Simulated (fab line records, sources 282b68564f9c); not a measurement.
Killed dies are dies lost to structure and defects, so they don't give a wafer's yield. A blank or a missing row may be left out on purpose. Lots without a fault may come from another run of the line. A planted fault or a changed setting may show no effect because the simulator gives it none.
Which tool did it? | flow rit_cmos | 7 lots, 21 wafers sampled, at 2 steps of a route of 202

WHAT THE GAUGES READ, wafer by wafer
RIT_WELLDRIVE_RS_MEAS_01: measures by four-point-probe.
lot  | measured    | on            | NWELL_RS (ohm/sq)
L253 | day 2 11:19 | film_metro-04 | 271.9 271.8 271.2
L255 | day 2 21:58 | film_metro-04 | 270.5 270.4 270.2
L257 | day 3 05:55 | film_metro-03 | 271.8 271.3 270.9
L260 | day 3 21:39 | film_metro-03 | 271.1 271.5 271.1
L265 | day 4 22:50 | film_metro-02 | 248.1 248.3 248.0
L267 | day 5 09:01 | film_metro-03 | 271.3 270.8 271.9
L269 | day 5 16:43 | film_metro-04 | 272.2 270.9 271.8

WHICH TOOL RAN EACH LOT (tool, then ch and the chambers of the sampled wafers, then the start)
lot  | RIT_WELLDRIVE_ANNEAL_00
L253 | furnace-02 ch 0, day 2 06:13
L255 | furnace-02 ch 0, day 2 16:51
L257 | furnace-03 ch 0, day 3 00:50
L260 | furnace-03 ch 0, day 3 16:31
L265 | furnace-03 ch 0, day 4 17:46
L267 | furnace-01 ch 0, day 5 03:56
L269 | furnace-01 ch 0, day 5 11:38
- RIT_WELLDRIVE_ANNEAL_00: time 14700 s.

THE ANSWER, worked out from the rows above alone
Rule: what is usual is taken from the lots themselves. Put in order of their means at a reading, lots are off if they are a third of the lots or fewer, leave a main group of 4 or more, and stand apart from it by a gap of 3 or more times the standard deviation of the main group's means; of several such gaps the widest counts. A main group whose means are all the same, to the digits that the tables above print for the reading, isn't used. A lot without any number at a reading at which 4 lots or more have one is off too. The other lots that the step has rows for count as sound.
Off: L265, at RIT_WELLDRIVE_RS_MEAS_01 (NWELL_RS). The main group: mean 271.3 ohm/sq, standard deviation 0.43.
A tool fits if, at a process step before that reading, it ran every lot that is off, and no sound lot after the first of them. The gauges at RIT_WELLDRIVE_RS_MEAS_01 are tried like those tools. Can't be told from this: 2 tools fit, furnace-03 at RIT_WELLDRIVE_ANNEAL_00, film_metro-02 at RIT_WELLDRIVE_RS_MEAS_01.

WHAT THE SIMULATOR HAD PUT IN
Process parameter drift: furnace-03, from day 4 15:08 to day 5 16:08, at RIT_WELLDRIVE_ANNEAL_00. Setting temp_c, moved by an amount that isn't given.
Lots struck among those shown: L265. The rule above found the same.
